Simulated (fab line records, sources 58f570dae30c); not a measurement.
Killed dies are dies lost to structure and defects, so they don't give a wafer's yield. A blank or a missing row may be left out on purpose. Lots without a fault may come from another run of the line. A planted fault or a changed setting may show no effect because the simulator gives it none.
fab line records | flow berkeley_cmos170 | part 1 of 2: steps 1 to 27 of 39
record lots=5 wafers=15 last_day=11
route steps=331 shown ACTIVE@60 PFIELD@79 FIELD@89 SACOX@97
lots that met no fault: from a run of the same line without faults
start_h: hours from the record's first day to the start of the lot's first wafer shown | wait_h: hours since the lot's step before | " the same as in the row above | L1.1+2: a row that stands for several wafers | - no value, or no start given | * or withheld: withheld | < > ~ a bound
route shown NAME@n: a module of which the file shows steps, and the number in the route of the first | usual: mean/standard deviation of fault-free wafers | same: alike in all rows | chamber/n: place in a boat | sites: the reading at each site | _std_site: their standard deviation | _edge_site: outer sites' mean less inner sites' | radius_mm: how far each site lies from the wafer's centre | mask NAME#n: copy n | behind: the tool/chamber that last shaped the wafer | hold: why the lot was held/for how many hours/how that ended | device: the transistor (n, p or np) that didn't switch | end of line: the same wafers' tests at the end of the route | a step without rows: its recipe alone | killed: dies lost to structure and defects at the first sort, not the wafer's yield | map: a wafer's dies, x killed, . not, _ none there
set.NAME: the setting as run; set.NAME@STEP: as run at that earlier step | model.NAME: the simulator's own value behind a step, which no gauge read
lots at some steps of the route; a table a step, a row a wafer
services: from which hour (start_h, from the record's first day; less than 0 if before it) a tool's chamber was out of use, for how many hours, and why
## steps
# step UCB170_ACTIVE_CLEAN_00
# recipe chemistry=SPM temp_c=120 time_s=600
# usual bath_heat_duty_pct=13.3/1.5
# columns lot.wafer tool chamber start_h wait_h bath_heat_duty_pct
L081.1 wet_bench-01 1 96.36 0.0 13.4
L081.2 " 1 " " 14.6
L081.6 " 1 " " 14.5
L083.1 wet_bench-02 1 122.06 0.1 13.1
L083.3 " 1 " " 12.5
L083.6 " 1 " " 12.6
L091.3 wet_bench-01 2 155.54 0.2 11.6
L091.4 " 2 " " 13.9
L091.5 " 2 " " 12.9
L094.1 wet_bench-01 3 164.25 0.0 14.7
L094.2 " 3 " " 14.7
L094.6 " 3 " " 15.8
L097.3 wet_bench-01 0 170.82 0.0 14.0
L097.4 " 0 " " 13.4
L097.6 " 0 " " 14.8
# step UCB170_ACTIVE_CLEAN_01
# recipe chemistry=dHF dilution=25:1 time_s=60
# columns lot.wafer tool chamber start_h wait_h
L081.1+2+6 wet_bench-01 3 96.54 0.0
L083.1+3+6 wet_bench-02 0 122.25 0.0
L091.3+4+5 wet_bench-01 1 155.75 0.0
L094.1+2+6 wet_bench-01 1 164.43 0.0
L097.3+4+6 wet_bench-01 0 171.00 0.0
# step UCB170_ACTIVE_OXIDATION_02
# recipe temp_c=1000 ambient=O2 target_thk_a=264 ox_time_s=1260
# usual spike_tc_source_C=1029.9/2.2
# columns lot.wafer tool chamber start_h wait_h spike_tc_source_C
L081.1 furnace-02 0 100.65 4.1 1026.4
L081.2 " 0 " " 1028.1
L081.6 " 0 " " 1028.7
L083.1 furnace-04 0 126.73 4.4 1031.6
L083.3 " 0 " " 1033.9
L083.6 " 0 " " 1033.5
L091.3 furnace-02 0 158.26 2.5 1030.0
L091.4 " 0 " " 1028.0
L091.5 " 0 " " 1028.6
L094.1 furnace-02 0 166.95 2.5 1028.6
L094.2 " 0 " " 1028.2
L094.6 " 0 " " 1026.8
L097.3 furnace-03 0 174.54 3.5 1027.1
L097.4 " 0 " " 1027.7
L097.6 " 0 " " 1028.9
# step UCB170_ACTIVE_THK_MEAS_03
# recipe reads=SiO2_of_ACTIVE_OXIDATION_02
# usual ACTIVE_OXIDE_THK=26.2/0.44
# columns lot.wafer tool chamber start_h wait_h ACTIVE_OXIDE_THK[nm]
L081.1 film_metro-01 - 102.00 0.0 25.8
L081.2 " - " " 26.5
L081.6 " - " " 26.2
L083.1 film_metro-03 - 128.08 0.0 26.1
L083.3 " - " " 26.3
L083.6 " - " " 26.1
L091.3 film_metro-04 - 159.63 0.0 26.0
L091.4 " - " " 26.1
L091.5 " - " " 26.2
L094.1 film_metro-01 - 168.30 0.0 26.1
L094.2 " - " " 25.7
L094.6 " - " " 25.7
L097.3 film_metro-03 - 175.91 0.0 26.5
L097.4 " - " " 26.8
L097.6 " - " " 26.4
# step UCB170_ACTIVE_ANNEAL_04
# recipe temp_c=1000 time_s=900 ambient=N2
# usual spike_tc_source_C=1029.1/1.8
# columns lot.wafer tool chamber start_h wait_h spike_tc_source_C
L081.1 furnace-03 0 107.31 5.3 1030.9
L081.2 " 0 " " 1027.1
L081.6 " 0 " " 1028.9
L083.1 furnace-04 0 130.68 2.6 1031.3
L083.3 " 0 " " 1030.7
L083.6 " 0 " " 1030.3
L091.3 furnace-02 0 162.53 2.9 1029.8
L091.4 " 0 " " 1028.5
L091.5 " 0 " " 1027.2
L094.1 furnace-02 0 171.46 3.2 1027.4
L094.2 " 0 " " 1028.5
L094.6 " 0 " " 1029.8
L097.3 furnace-02 0 178.80 2.9 1029.1
L097.4 " 0 " " 1027.4
L097.6 " 0 " " 1028.3
# step UCB170_ACTIVE_CVD_05
# recipe material=Si3N4 target_thk_nm=220 temp_c=800 precursor=SiH2Cl2/NH3 time_s=3300 pressure_mtorr=200 sih2cl2_flow_sccm=25 nh3_flow_sccm=75
# usual spike_tc_source_C=820.0/2.7
# columns lot.wafer tool chamber start_h wait_h spike_tc_source_C
L081.1 lpcvd-02 0 109.09 0.5 823.0
L081.2 " 0 " " 821.1
L081.6 " 0 " " 823.4
L083.1 lpcvd-01 0 131.93 0.0 817.4
L083.3 " 0 " " 817.6
L083.6 " 0 " " 819.8
L091.3 lpcvd-02 1 164.71 0.9 815.9
L091.4 " 1 " " 817.6
L091.5 " 1 " " 815.5
L094.1 lpcvd-01 0 173.95 1.2 816.5
L094.2 " 0 " " 815.8
L094.6 " 0 " " 815.7
L097.3 lpcvd-01 1 180.05 0.0 822.4
L097.4 " 1 " " 821.3
L097.6 " 1 " " 820.3
# step UCB170_ACTIVE_THK_MEAS_06
# recipe reads=Si3N4_of_ACTIVE_CVD_05
# usual ACTIVE_NITRIDE_THK=220.1/2.3
# columns lot.wafer tool chamber start_h wait_h ACTIVE_NITRIDE_THK[nm]
L081.1 film_metro-03 - 111.00 0.0 220.1
L081.2 " - " " 220.8
L081.6 " - " " 219.0
L083.1 film_metro-04 - 133.85 0.0 218.8
L083.3 " - " " 215.8
L083.6 " - " " 217.4
L091.3 film_metro-04 - 166.65 0.0 221.9
L091.4 " - " " 221.2
L091.5 " - " " 220.2
L094.1 film_metro-04 - 176.83 0.0 217.9
L094.2 " - " " 214.9
L094.6 " - " " 215.7
L097.3 film_metro-04 - 182.04 0.1 222.0
L097.4 " - " " 221.0
L097.6 " - " " 221.3
# step UCB170_ACTIVE_HMDS_07
# recipe prime_time_s=60 prime_temp_c=100
# columns lot.wafer tool chamber start_h wait_h
L081.1+2+6 litho_track-02 0 111.06 0.1
L083.1+3+6 litho_track-02 0 133.91 0.1
L091.3+4+5 litho_track-03 0 166.83 0.2
L094.1+2+6 litho_track-02 0 176.89 0.1
L097.3+4+6 litho_track-03 0 182.13 0.1
# step UCB170_ACTIVE_COAT_08
# recipe resist=KrF spin_rpm=1500 resist_thk_nm=912.5
# usual spin_speed_rpm=1500.1/1.2
# columns lot.wafer tool chamber start_h wait_h spin_speed_rpm
L081.1 litho_track-02 0 111.21 0.1 1500.0
L081.2 " 0 " " 1501.7
L081.6 " 0 " " 1500.7
L083.1 litho_track-02 0 134.06 0.1 1498.6
L083.3 " 0 " " 1497.9
L083.6 " 0 " " 1499.7
L091.3 litho_track-03 0 166.98 0.1 1501.8
L091.4 " 0 " " 1500.7
L091.5 " 0 " " 1502.4
L094.1 litho_track-02 0 177.04 0.1 1501.2
L094.2 " 0 " " 1500.3
L094.6 " 0 " " 1499.3
L097.3 litho_track-03 0 182.28 0.1 1498.9
L097.4 " 0 " " 1500.0
L097.6 " 0 " " 1500.5
# step UCB170_ACTIVE_SOFTBAKE_09
# recipe resist=KrF temp_c=130 time_s=60
# usual heater_power_total_W=56.80/0.05
# columns lot.wafer tool chamber start_h wait_h heater_power_total_W
L081.1 litho_track-02 0 111.36 0.1 56.81
L081.2 " 0 " " 56.90
L081.6 " 0 " " 56.81
L083.1 litho_track-02 0 134.21 0.1 56.77
L083.3 " 0 " " 56.75
L083.6 " 0 " " 56.75
L091.3 litho_track-03 0 167.13 0.1 56.82
L091.4 " 0 " " 56.70
L091.5 " 0 " " 56.82
L094.1 litho_track-02 0 177.19 0.1 56.75
L094.2 " 0 " " 56.80
L094.6 " 0 " " 56.75
L097.3 litho_track-03 0 182.43 0.1 56.69
L097.4 " 0 " " 56.69
L097.6 " 0 " " 56.88
# step UCB170_ACTIVE_EXPOSE_10
# recipe mask_id=ACTIVE target_cd_nm=1200 na=0.5 sigma_outer=0.6 source_shape=conventional dose_mj=20
# columns lot.wafer tool chamber start_h wait_h mask
L081.1+2+6 krf_scanner-02 0 111.51 0.1 ACTIVE#0
L083.1+3+6 krf_scanner-01 0 134.60 0.4 ACTIVE#0
L091.3+4+5 krf_scanner-02 0 167.40 0.2 ACTIVE#0
L094.1+2+6 krf_scanner-02 0 177.34 0.1 ACTIVE#0
L097.3+4+6 krf_scanner-01 0 182.87 0.4 ACTIVE#0
# step UCB170_ACTIVE_PEB_11
# recipe peb_temp_c=130 peb_time_s=withheld resist=KrF
# usual heater_power_total_W=56.80/0.045
# columns lot.wafer tool chamber start_h wait_h heater_power_total_W
L081.1 litho_track-03 0 111.86 0.3 56.76
L081.2 " 0 " " 56.81
L081.6 " 0 " " 56.86
L083.1 litho_track-01 0 134.72 0.1 56.73
L083.3 " 0 " " 56.80
L083.6 " 0 " " 56.78
L091.3 litho_track-01 0 167.80 0.4 56.76
L091.4 " 0 " " 56.82
L091.5 " 0 " " 56.84
L094.1 litho_track-03 0 177.45 0.1 56.84
L094.2 " 0 " " 56.80
L094.6 " 0 " " 56.83
L097.3 litho_track-03 0 183.66 0.8 56.80
L097.4 " 0 " " 56.72
L097.6 " 0 " " 56.74
# step UCB170_ACTIVE_DEVELOP_12
# recipe developer=TMAH develop_time_s=45 resist=KrF dev_temp_c=21
# columns lot.wafer tool chamber start_h wait_h
L081.1+2+6 litho_track-03 0 - -
L083.1+3+6 litho_track-01 0 - -
L091.3+4+5 litho_track-01 0 - -
L094.1+2+6 litho_track-03 0 - -
L097.3+4+6 litho_track-03 0 - -
# step UCB170_ACTIVE_CD_MEAS_13
# recipe target_cd_nm=1200
# usual cd_nm=1199.7/1.4
# columns lot.wafer tool chamber start_h wait_h cd_nm
L081.1 cd_sem-01 - 112.14 - 1200.7
L081.2 " - " " 1200.4
L081.6 " - " " 1200.5
L083.1 cd_sem-02 - 134.99 - 1198.7
L083.3 " - " " 1198.7
L083.6 " - " " 1198.8
L091.3 cd_sem-02 - 168.07 - 1200.9
L091.4 " - " " 1199.5
L091.5 " - " " 1200.3
L094.1 cd_sem-01 - 177.73 - 1198.5
L094.2 " - " " 1200.0
L094.6 " - " " 1197.9
L097.3 cd_sem-02 - 183.92 - 1200.8
L097.4 " - " " 1201.2
L097.6 " - " " 1199.7
# step UCB170_ACTIVE_OVL_MEAS_14
# usual ACTIVE_OVL=-2/5.6
# columns lot.wafer tool chamber start_h wait_h ACTIVE_OVL[nm]
L081.1 overlay-01 - 112.26 0.1 1
L081.2 " - " " -2
L081.6 " - " " -7
L083.1 overlay-02 - 135.11 0.1 -2
L083.3 " - " " -4
L083.6 " - " " 3
L091.3 overlay-01 - 168.16 0.1 5
L091.4 " - " " 0
L091.5 " - " " 2
L094.1 overlay-01 - 177.85 0.1 -1
L094.2 " - " " -3
L094.6 " - " " -16
L097.3 overlay-02 - 184.01 0.1 -5
L097.4 " - " " -8
L097.6 " - " " -10
# step UCB170_ACTIVE_ETCH_15
# recipe chemistry=CH3F/Ar/O2 target=Si3N4 stop_on=SiO2 CH3F_flow_sccm=20 Ar_flow_sccm=50 O2_flow_sccm=7 pressure_mtorr=50 rf_w=450 target_depth_a=2420 over_etch_frac=0.1 time_s=151
# usual drypump_motor_current_A=5.8/0.45 oes_product_au=0.937/0.017 throttle_valve_pct=8.02/0.13
# same over_etch_frac=0.1
# columns lot.wafer tool chamber start_h wait_h drypump_motor_current_A oes_product_au rf_hours_counter_h throttle_valve_pct
L081.1 rie_diel-03 3 112.29 0.0 6.6 0.941 128 8.20
L081.2 " 0 " " 5.3 0.913 105 8.03
L081.6 " 3 " " 6.6 0.926 - 8.18
L083.1 rie_diel-03 2 135.15 0.0 5.6 0.945 87 8.05
L083.3 " 1 " " 5.3 0.932 3 8.04
L083.6 " 0 " " 5.3 0.908 - 8.02
L091.3 rie_diel-04 0 168.18 0.0 6.2 0.929 95 7.85
L091.4 " 1 " " 6.4 0.937 - 7.86
L091.5 " 2 " " 5.5 0.952 - 8.20
L094.1 rie_diel-03 2 177.88 0.0 5.6 0.930 89 8.05
L094.2 " 0 " " 5.3 0.892 109 8.04
L094.6 " 2 " " 5.6 0.927 - 8.03
L097.3 rie_diel-04 3 184.04 0.0 5.4 0.974 49 8.06
L097.4 " 1 " " 6.4 0.945 20 7.87
L097.6 " 1 " " 6.4 0.948 - 7.85
# step UCB170_ACTIVE_STRIP_16
# recipe chemistry=O2 power_w=400 pressure_mtorr=3500 platen_temp_c=withheld o2_flow_sccm=400 overash_fraction=0.5
# usual drypump_motor_current_A=5.7/0.47 oes_product_au=0.721/0.0048 strip_time_to_endpoint_s=18.40/0.12
# columns lot.wafer tool chamber start_h wait_h drypump_motor_current_A oes_product_au rf_hours_counter_h strip_time_to_endpoint_s
L081.1 plasma_asher-03 0 112.39 0.1 6.4 0.722 41 18.22
L081.2 " 1 " " 5.2 0.719 41 18.29
L081.6 " 1 " " 5.2 0.718 - 18.19
L083.1 plasma_asher-01 0 135.25 0.1 6.4 0.717 2 18.39
L083.3 " 1 " " 5.7 0.726 - 18.44
L083.6 " 0 " " 6.5 0.718 - 18.37
L091.3 plasma_asher-03 1 168.32 0.1 5.3 0.719 - 18.51
L091.4 " 0 " " 6.4 0.722 - 18.52
L091.5 " 0 " " 6.4 0.727 - 18.47
L094.1 plasma_asher-02 0 177.98 0.1 5.7 0.720 50 18.40
L094.2 " 1 " " 5.3 0.723 50 18.46
L094.6 " 1 " " 5.3 0.725 - 18.40
L097.3 plasma_asher-02 1 184.17 0.1 5.3 0.705 - 18.35
L097.4 " 0 " " 5.6 0.720 - 18.42
L097.6 " 0 " " 5.6 0.721 - 18.36
# step UCB170_ACTIVE_CD_MEAS_90
# recipe target_cd_nm=1200
# usual cd_nm=1199.7/1.4
# columns lot.wafer tool chamber start_h wait_h cd_nm
L081.1 cd_sem-01 - 112.49 0.1 1200.1
L081.2 " - " " 1200.4
L081.6 " - " " 1200.5
L083.1 cd_sem-02 - 135.35 0.1 1198.3
L083.3 " - " " 1198.9
L083.6 " - " " 1198.3
L091.3 cd_sem-01 - 168.46 0.1 1201.0
L091.4 " - " " 1199.6
L091.5 " - " " 1200.4
L094.1 cd_sem-01 - 178.08 0.1 1197.9
L094.2 " - " " 1199.9
L094.6 " - " " 1198.1
L097.3 cd_sem-02 - 184.28 0.1 1200.1
L097.4 " - " " 1200.8
L097.6 " - " " 1199.6
# step UCB170_ACTIVE_CLEAN_17
# recipe chemistry=SPM temp_c=120 time_s=600
# usual bath_heat_duty_pct=13.7/1.3
# columns lot.wafer tool chamber start_h wait_h bath_heat_duty_pct
L081.1 wet_bench-04 1 112.73 0.2 15.3
L081.2 " 1 " " 14.3
L081.6 " 1 " " 14.7
L083.1 wet_bench-02 0 136.49 1.1 12.7
L083.3 " 0 " " 12.2
L083.6 " 0 " " 12.8
L091.3 wet_bench-02 3 168.54 0.1 14.6
L091.4 " 3 " " 13.8
L091.5 " 3 " " 13.2
L094.1 wet_bench-04 3 178.21 0.1 16.0
L094.2 " 3 " " 13.9
L094.6 " 3 " " 16.3
L097.3 wet_bench-01 1 184.36 0.1 13.9
L097.4 " 1 " " 14.3
L097.6 " 1 " " 15.3
# step UCB170_PFIELD_HMDS_00
# recipe prime_time_s=60 prime_temp_c=100
# columns lot.wafer tool chamber start_h wait_h
L081.1+2+6 litho_track-04 0 113.15 0.2
L083.1+3+6 litho_track-01 0 136.85 0.0
L091.3+4+5 litho_track-02 0 168.77 0.1
L094.1+2+6 litho_track-01 0 178.38 0.0
L097.3+4+6 litho_track-01 0 185.22 0.7
# step UCB170_PFIELD_COAT_01
# recipe resist=KrF spin_rpm=1500 resist_thk_nm=900
# usual spin_speed_rpm=1499.8/1
# columns lot.wafer tool chamber start_h wait_h spin_speed_rpm
L081.1 litho_track-04 0 113.30 0.1 1501.4
L081.2 " 0 " " 1500.0
L081.6 " 0 " " 1499.6
L083.1 litho_track-01 0 137.00 0.1 1501.4
L083.3 " 0 " " 1500.7
L083.6 " 0 " " 1500.5
L091.3 litho_track-02 0 168.92 0.1 1500.0
L091.4 " 0 " " 1499.3
L091.5 " 0 " " 1499.0
L094.1 litho_track-01 0 178.53 0.1 1500.7
L094.2 " 0 " " 1499.6
L094.6 " 0 " " 1501.4
L097.3 litho_track-01 0 185.37 0.1 1500.0
L097.4 " 0 " " 1500.1
L097.6 " 0 " " 1498.7
# step UCB170_PFIELD_SOFTBAKE_02
# recipe resist=KrF temp_c=130 time_s=60
# usual heater_power_total_W=56.80/0.048
# columns lot.wafer tool chamber start_h wait_h heater_power_total_W
L081.1 litho_track-04 0 113.45 0.1 56.82
L081.2 " 0 " " 56.76
L081.6 " 0 " " 56.75
L083.1 litho_track-01 0 137.15 0.1 56.79
L083.3 " 0 " " 56.83
L083.6 " 0 " " 56.77
L091.3 litho_track-02 0 169.07 0.1 56.76
L091.4 " 0 " " 56.68
L091.5 " 0 " " 56.81
L094.1 litho_track-01 0 178.68 0.1 56.83
L094.2 " 0 " " 56.79
L094.6 " 0 " " 56.80
L097.3 litho_track-01 0 185.52 0.1 56.83
L097.4 " 0 " " 56.79
L097.6 " 0 " " 56.81
# step UCB170_PFIELD_EXPOSE_03
# recipe mask_id=PFIELD na=0.5 sigma_outer=0.6 source_shape=conventional target_cd_nm=1500 dose_mj=30
# columns lot.wafer tool chamber start_h wait_h mask
L081.1+2+6 krf_scanner-01 0 113.60 0.1 PFIELD#0
L083.1+3+6 krf_scanner-02 0 137.53 0.4 PFIELD#0
L091.3+4+5 krf_scanner-01 0 169.21 0.1 PFIELD#0
L094.1+2+6 krf_scanner-02 0 178.99 0.3 PFIELD#0
L097.3+4+6 krf_scanner-01 0 185.97 0.4 PFIELD#0
# step UCB170_PFIELD_PEB_04
# recipe peb_temp_c=130 peb_time_s=withheld resist=KrF
# usual heater_power_total_W=56.80/0.044
# columns lot.wafer tool chamber start_h wait_h heater_power_total_W
L081.1 litho_track-04 0 113.72 0.1 56.82
L081.2 " 0 " " 56.83
L081.6 " 0 " " 56.81
L083.1 litho_track-01 0 137.85 0.3 56.80
L083.3 " 0 " " 56.82
L083.6 " 0 " " 56.82
L091.3 litho_track-02 0 169.33 0.1 56.79
L091.4 " 0 " " 56.81
L091.5 " 0 " " 56.74
L094.1 litho_track-02 0 179.19 0.2 56.85
L094.2 " 0 " " 56.74
L094.6 " 0 " " 56.86
L097.3 litho_track-02 0 186.70 0.7 56.82
L097.4 " 0 " " 56.80
L097.6 " 0 " " 56.72
# step UCB170_PFIELD_DEVELOP_05
# recipe developer=TMAH develop_time_s=45 resist=KrF dev_temp_c=21
# columns lot.wafer tool chamber start_h wait_h
L081.1+2+6 litho_track-04 0 - -
L083.1+3+6 litho_track-01 0 - -
L091.3+4+5 litho_track-02 0 - -
L094.1+2+6 litho_track-02 0 - -
L097.3+4+6 litho_track-02 0 - -
# step UCB170_PFIELD_OVL_MEAS_06
# usual PFIELD_OVL=-2/6
# columns lot.wafer tool chamber start_h wait_h PFIELD_OVL[nm]
L081.1 overlay-01 - 114.00 - -7
L081.2 " - " " -12
L081.6 " - " " -13
L083.1 overlay-02 - 138.13 - 6
L083.3 " - " " 0
L083.6 " - " " 6
L091.3 overlay-02 - 169.57 - -3
L091.4 " - " " -13
L091.5 " - " " -1
L094.1 overlay-02 - 179.46 - -5
L094.2 " - " " -11
L094.6 " - " " -7
L097.3 overlay-01 - 186.94 - -7
L097.4 " - " " -1
L097.6 " - " " -7
# step UCB170_PFIELD_IMPLANT_07
# recipe species=B dose_cm2=2e+13 energy_kev=80 tilt_deg=7
# usual beam_on_s=10.01/0.19
# same implant_ion_amu=11
# columns lot.wafer tool chamber start_h wait_h beam_on_s
L081.1 implanter-02 0 114.06 0.1 10.09
L081.2 " 0 " " 10.31
L081.6 " 0 " " 10.04
L083.1 implanter-03 0 138.17 0.0 9.95
L083.3 " 0 " " 10.02
L083.6 " 0 " " 10.39
L091.3 implanter-04 0 169.64 0.1 9.95
L091.4 " 0 " " 10.06
L091.5 " 0 " " 10.07
L094.1 implanter-02 0 179.50 0.0 9.96
L094.2 " 0 " " 9.79
L094.6 " 0 " " 10.14
L097.3 implanter-04 0 187.01 0.1 10.09
L097.4 " 0 " " 9.96
L097.6 " 0 " " 9.87
